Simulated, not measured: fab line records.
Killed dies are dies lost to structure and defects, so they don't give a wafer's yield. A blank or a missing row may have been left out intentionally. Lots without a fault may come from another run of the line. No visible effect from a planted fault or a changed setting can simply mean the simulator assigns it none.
Which of the tools did it? / flow berkeley-cmos170 / 21 wafers from 7 lots sampled at 2 of the route's 331 steps

WHAT THE GAUGES READ, wafer by wafer
UCB170_NWELL_TW_MEAS_16.
lot=L234; measured=day 3 08:17; on=film-metro-02; NWELL_TW=1221 1226 1220
lot=L240; measured=day 4 06:17; on=film-metro-03; NWELL_TW=1241 1249 1246
lot=L242; measured=day 4 22:32; on=film-metro-03; NWELL_TW=1250 1252 1246
lot=L246; measured=day 5 17:49; on=film-metro-04; NWELL_TW=1262 1260 1256
lot=L248; measured=day 6 02:30; on=film-metro-02; NWELL_TW=1232 1227 1232
lot=L251; measured=day 6 21:03; on=film-metro-02; NWELL_TW=1222 1221 1231
lot=L254; measured=day 7 04:53; on=film-metro-04; NWELL_TW=1256 1262 1256

WHAT TOOL EACH LOT RAN ON (gives the tool, then ch and the chambers of the sampled wafers, and finally the start)
lot=L234; UCB170_NWELL_IMPLANT_14=implanter-02 ch 0, day 3 08:02
lot=L240; UCB170_NWELL_IMPLANT_14=implanter-02 ch 0, day 4 06:04
lot=L242; UCB170_NWELL_IMPLANT_14=implanter-02 ch 0, day 4 22:17
lot=L246; UCB170_NWELL_IMPLANT_14=implanter-04 ch 0, day 5 17:35
lot=L248; UCB170_NWELL_IMPLANT_14=implanter-04 ch 0, day 6 02:15
lot=L251; UCB170_NWELL_IMPLANT_14=implanter-04 ch 0, day 6 20:48
lot=L254; UCB170_NWELL_IMPLANT_14=implanter-01 ch 0, day 7 04:38
- UCB170_NWELL_IMPLANT_14

THE ANSWER, worked out from the rows above alone
Rule: the usual values come from the lots themselves. The widest of any qualifying gaps counts: lots, ordered by their means at a reading, are off when they make up no more than a third of the lots, leave a main group of 4 or more, and stand apart from it by 3 or more times the standard deviation of that group's means. Not used: any main group whose means are identical at the precision the tables above print for the reading. Also off: a lot with no number at a reading for which 4 or more lots have one. The other lots that the step has rows for count as sound.
Across all readings shown, no lot is off: no conclusion can be drawn from this.

WHAT THE SIMULATOR HAD PUT IN
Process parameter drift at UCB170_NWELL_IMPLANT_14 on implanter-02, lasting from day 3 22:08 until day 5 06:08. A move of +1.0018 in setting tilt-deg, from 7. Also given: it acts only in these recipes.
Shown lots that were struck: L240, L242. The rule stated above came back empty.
